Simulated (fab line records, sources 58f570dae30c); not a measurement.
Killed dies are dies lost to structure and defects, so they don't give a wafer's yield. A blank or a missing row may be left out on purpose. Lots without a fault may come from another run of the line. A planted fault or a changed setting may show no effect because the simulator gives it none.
Split-lot experiment | flow berkeley_cmos170 | 5 lots, 23 wafers read, on a route of 331 steps

THE SPLIT
At UCB170_NWELL_OXIDATION_01 (target thk 26.4 nm, ox time 1260 s), the setting ox_time_s was moved away from the recipe's 1260 s on 20 of the 23 wafers read, by -13.4% to +12.0%. The other wafers ran this setting at the recipe's value.

The file shows no step between the split and the reading.

THE READING
NWELL_OXIDE_THK, in nm, at UCB170_NWELL_THK_MEAS_02. Fault-free wafers of this fab line usually give 26.3 nm, standard deviation 0.45 nm.

wafer  | tool, chamber at the split | ox_time_s as run, s | against the recipe | NWELL_OXIDE_THK, nm | against lot-mates on the recipe
L075.1 | -, -                       | 1091                | -13.4%             | 23.9                | no lot-mate on the recipe
L075.2 | -, -                       | 1091                | -13.4%             | 23.7                | no lot-mate on the recipe
L075.4 | -, -                       | 1091                | -13.4%             | 24.3                | no lot-mate on the recipe
L075.5 | -, -                       | 1091                | -13.4%             | 23.6                | no lot-mate on the recipe
L075.6 | -, -                       | 1091                | -13.4%             | 23.7                | no lot-mate on the recipe
L076.1 | -, -                       | 1411                | +12.0%             | 27.5                | no lot-mate on the recipe
L076.2 | -, -                       | 1411                | +12.0%             | 27.8                | no lot-mate on the recipe
L076.3 | -, -                       | 1411                | +12.0%             | 27.6                | no lot-mate on the recipe
L076.5 | -, -                       | 1411                | +12.0%             | 27.4                | no lot-mate on the recipe
L076.6 | -, -                       | 1411                | +12.0%             | 27.3                | no lot-mate on the recipe
L079.1 | -, -                       | 1101                | -12.6%             | 25.0                | no lot-mate on the recipe
L079.2 | -, -                       | 1101                | -12.6%             | 24.5                | no lot-mate on the recipe
L079.3 | -, -                       | 1101                | -12.6%             | 25.4                | no lot-mate on the recipe
L079.5 | -, -                       | 1101                | -12.6%             | 24.8                | no lot-mate on the recipe
L079.6 | -, -                       | 1101                | -12.6%             | 25.1                | no lot-mate on the recipe
L080.1 | furnace-02, 0              | 1260                | recipe             | 26.9                | -
L080.5 | furnace-02, 0              | 1260                | recipe             | 26.6                | -
L080.6 | furnace-02, 0              | 1260                | recipe             | 26.8                | -
L084.1 | -, -                       | 1388                | +10.2%             | 27.7                | no lot-mate on the recipe
L084.2 | -, -                       | 1388                | +10.2%             | 27.5                | no lot-mate on the recipe
L084.3 | -, -                       | 1388                | +10.2%             | 28.0                | no lot-mate on the recipe
L084.4 | -, -                       | 1388                | +10.2%             | 27.9                | no lot-mate on the recipe
L084.6 | -, -                       | 1388                | +10.2%             | 27.8                | no lot-mate on the recipe

THE FIT
A straight line over all 23 wafers: NWELL_OXIDE_THK changes by +0.135 nm for each +1% of ox_time_s; r = +0.95; the points scatter about the line by 0.5 nm.
Too few moved wafers have a lot-mate on the recipe to fit a line with each lot's own level taken away.

THE WHOLE CHAIN: every reading that the file lists as answering this split, in the file's order
step                      | what it does                       | reading                                                                            | change (the file's fit)               | r (the file's)
UCB170_NWELL_OXIDATION_01 | target thk 26.4 nm, ox time 1260 s | SiO2_of_NWELL_OXIDATION_01.thk_nm (the simulator's own value, which no gauge read) | +0.135 nm for each +1% of the setting | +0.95
UCB170_NWELL_THK_MEAS_02  |                                    | NWELL_OXIDE_THK                                                                    | +0.135 for each +1% of the setting    | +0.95

THE FILE'S OWN FIT
NWELL_OXIDE_THK changes by +0.135 nm for each +1% of ox_time_s, r = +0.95.
